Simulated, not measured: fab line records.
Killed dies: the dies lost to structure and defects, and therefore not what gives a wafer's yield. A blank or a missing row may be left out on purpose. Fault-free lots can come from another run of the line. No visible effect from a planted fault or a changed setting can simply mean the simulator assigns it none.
A lot that was struck, set against a sound lot -- flow rit cmos -- 13 out of 202 route steps
Sound: the wafers L476.2, L476.3, L476.6. The struck wafers were L482.1, L482.4, L482.5. The cause comes at the end.
At each step with rows: each side's tool, then ch and its chambers, then its first start. Under that, the readings that differ: sound wafers -- struck wafers -- difference of the means -- sigmas: that difference in standard deviations of wafers without a fault.
alike: words and numbers the same on both sides, and readings whose means are apart by under 2 such deviations; not compared: readings that were withheld, readings missing a value for some wafer, numbers with overlapping values and no deviation given by the record, and bounds like >300 which may hide the same value.
The two part at a step that has a row with sigmas, a row that says differs or no value, or rows on one side only. Numbers that don't overlap but have no deviation are shown without sigmas and don't part them. A reading missing from all wafers of one side parts the sides only when that side holds two or more wafers.

RIT_NWELL_TW_MEAS_10:
  sound on film metro-02 at day 2 12:07; struck on film metro-04 at day 3 23:03
  alike: NWELL_TW
then, 6 steps without rows for these wafers: RIT_PWELL_HMDS_00 (prime time 60 s); RIT_PWELL_COAT_01 (resist thk 1300 nm); RIT_PWELL_SOFTBAKE_02 (time 60 s); RIT_PWELL_EXPOSE_03 (exposes mask M3, target cd 43700 nm); RIT_PWELL_PEB_04; RIT_PWELL_DEVELOP_05 (develop time 68 s).
RIT_PWELL_OVL_MEAS_06:
  sound on overlay-02 at day 2 13:21; struck on overlay-01 at day 4 00:08
  alike: PWELL_OVL
then, 2 steps without rows for these wafers: RIT_PWELL_HARDBAKE_07 (time 120 s); RIT_PWELL_IMPLANT_08.
RIT_PWELL_STRIP_09: strips in O2, time 180 s.
  sound on plasma asher-04 ch 0,1, day 2 13:47; struck on plasma asher-01 ch 0,1, day 4 00:34
  alike: drypump motor current A
  not compared: rf hours counter h
RIT_PWELL_TW_MEAS_10:
  sound on film metro-01 at day 2 13:58; struck on film metro-01 at day 4 00:44
  alike: PWELL_TW
RIT_WELLDRIVE_ANNEAL_00: time 14700 s.
  sound on furnace-04 ch 0, day 2 14:26; struck on furnace-03, day 4 00:48
  no value came back on the struck wafers for run length s (s), spike tc centre C (C); on the sound wafers run length s (s) reads 18270 18270 18270

WHERE THEY PART
Only at RIT_WELLDRIVE_ANNEAL_00, within this record.

WHY: what had been put in by the simulator
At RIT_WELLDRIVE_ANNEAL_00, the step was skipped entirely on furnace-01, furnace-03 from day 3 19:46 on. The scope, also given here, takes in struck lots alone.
